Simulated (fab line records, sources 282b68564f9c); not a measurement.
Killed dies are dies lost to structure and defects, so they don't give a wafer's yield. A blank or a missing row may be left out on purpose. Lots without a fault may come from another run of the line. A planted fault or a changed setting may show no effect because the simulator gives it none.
Which tool did it? | flow rit_cmos | 7 lots, 21 wafers sampled, at 3 steps of a route of 202

WHAT THE GAUGES READ, wafer by wafer
RIT_WELLDRIVE_RS_MEAS_02: measures by four-point-probe.
lot  | measured    | on            | PWELL_RS (ohm/sq)
L734 | day 2 19:37 | film_metro-03 | 430.6 430.5 429.7
L738 | day 3 14:42 | film_metro-03 | 429.5 430.7 429.8
L741 | day 4 03:26 | film_metro-03 | 428.5 430.3 429.1
L744 | day 4 17:13 | film_metro-04 | 428.9 429.3 429.2
L747 | day 5 08:07 | film_metro-04 | 417.6 418.5 417.4
L753 | day 6 12:41 | film_metro-04 | 428.2 427.3 428.0
L755 | day 6 22:50 | film_metro-03 | 429.5 428.9 428.8

WHICH TOOL RAN EACH LOT (tool, then ch and the chambers of the sampled wafers, then the start)
lot  | RIT_ACTIVE_STRIP_14                 | RIT_PWELL_IMPLANT_08
L734 | plasma_asher-04 ch 0,1, day 2 01:20 | implanter-04 ch 0, day 2 12:26
L738 | plasma_asher-02 ch 0,1, day 2 20:58 | implanter-03 ch 0, day 3 09:07
L741 | plasma_asher-04 ch 0,1, day 3 12:30 | implanter-03 ch 0, day 3 21:51
L744 | plasma_asher-02 ch 1, day 4 02:50   | implanter-01 ch 0, day 4 11:38
L747 | plasma_asher-01 ch 0, day 4 17:50   | implanter-03 ch 0, day 5 02:32
L753 | plasma_asher-02 ch 0, day 5 23:58   | implanter-01 ch 0, day 6 07:05
L755 | plasma_asher-02 ch 0,1, day 6 09:50 | implanter-01 ch 0, day 6 17:13
- RIT_ACTIVE_STRIP_14: strips in O2, time 180 s.
- RIT_PWELL_IMPLANT_08

THE ANSWER, worked out from the rows above alone
Rule: what is usual is taken from the lots themselves. Put in order of their means at a reading, lots are off if they are a third of the lots or fewer, leave a main group of 4 or more, and stand apart from it by a gap of 3 or more times the standard deviation of the main group's means; of several such gaps the widest counts. A main group whose means are all the same, to the digits that the tables above print for the reading, isn't used. A lot without any number at a reading at which 4 lots or more have one is off too. The other lots that the step has rows for count as sound.
Off: L747, at RIT_WELLDRIVE_RS_MEAS_02 (PWELL_RS). The main group: mean 429.3 ohm/sq, standard deviation 0.78.
A tool fits if, at a process step before that reading, it ran every lot that is off, and no sound lot after the first of them. The gauges at RIT_WELLDRIVE_RS_MEAS_02 are tried like those tools. Can't be told from this: 2 tools fit, plasma_asher-01 at RIT_ACTIVE_STRIP_14, implanter-03 at RIT_PWELL_IMPLANT_08.

WHAT THE SIMULATOR HAD PUT IN
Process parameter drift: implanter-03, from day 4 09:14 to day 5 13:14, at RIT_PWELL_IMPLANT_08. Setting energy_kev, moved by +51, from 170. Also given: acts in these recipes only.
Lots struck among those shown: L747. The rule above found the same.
